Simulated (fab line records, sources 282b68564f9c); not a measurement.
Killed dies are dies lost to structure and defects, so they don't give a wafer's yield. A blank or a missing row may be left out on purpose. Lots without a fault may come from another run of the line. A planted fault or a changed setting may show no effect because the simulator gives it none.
Problem report in the 8D (eight disciplines) form, filled by code | flow rit_cmos | the parts of the form that need people (team, actions taken, sign-off) are left out

1. THE PROBLEM
NRETRO_TW at RIT_NRETRO_TW_MEAS_10 reads a mean of 224 on 9 wafers of 3 lots; wafers without a fault read 1049 with a standard deviation of 9.8. That is -84 standard deviations from the usual mean.
First seen on wafer L646.1, day 5 10:46, on film_metro-04. The record holds 45 wafers of 15 lots with a number at this step. Rule for "out", or "out of limits": more than 4 standard deviations from the usual mean. The other wafers with a number count as sound.

2. WHAT IT IS AND WHAT IT IS NOT
question                    | is                           | is not
which readings at this step | NRETRO_TW                    | -
which lots                  | L646, L647, L649             | L632, L633, L634, L635, L636, L637, L638, L639, L642, L644, L645, L654
which wafers of those lots  | all that have a number       | -
read on which gauges        | film_metro-02, film_metro-04 | film_metro-01
when                        | from day 5 10:46             | up to then (33 sound wafers); but 3 sound wafers of L654 came after

3. SUSPECTS, AND WHAT RULES EACH OUT
Counting: a tool at a process step up to the reading stays a suspect if it ran every lot that is out and no sound lot after the first of them.
- the gauge at RIT_NRETRO_TW_MEAS_10: ruled out. The wafers that are out were read on 2 gauges (film_metro-02, film_metro-04).
- litho_track-03 at RIT_NRETRO_DEVELOP_05 (develop time 68 s): kept. It ran every lot that is out, first L646 (day 5 09:00), and no sound lot after that; its last sound lot up to then is L645 (day 5 06:00).
Left after counting: litho_track-03 at RIT_NRETRO_DEVELOP_05.

4. THE CAUSE (what the simulator had put in)
Process parameter drift: litho_track-03, from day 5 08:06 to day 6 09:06, at RIT_NRETRO_DEVELOP_05. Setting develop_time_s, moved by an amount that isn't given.
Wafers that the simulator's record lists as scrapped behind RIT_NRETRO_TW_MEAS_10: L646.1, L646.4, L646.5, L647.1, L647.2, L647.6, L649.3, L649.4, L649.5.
Counting left only this tool.

5. THE CHAIN OF EFFECTS, in route order
Each row: a reading whose mean over the struck wafers that have a number lies more than 3 standard deviations from the usual. Only readings for which the record gives a usual standard deviation are gone through. hours: the time from each lot's start at the first step in this table that gives one to its start at this step, as a median over the lots. sigmas: the change in usual standard deviations.
hours | step                  | reading   | usual | on struck wafers | change | sigmas
0     | RIT_NRETRO_TW_MEAS_10 | NRETRO_TW | 1049  | 224              | -825   | -84

6. WHAT WOULD HAVE CAUGHT IT SOONER
In this record the first reading out of limits at a measuring or inspecting step was taken at day 5 10:46, 3 hours after the fault began at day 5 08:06.
Of the lots that are out (3), L647, L649 began RIT_NRETRO_DEVELOP_05 on litho_track-03 after day 5 10:46. A hold on the tool at that time would have spared those 2.
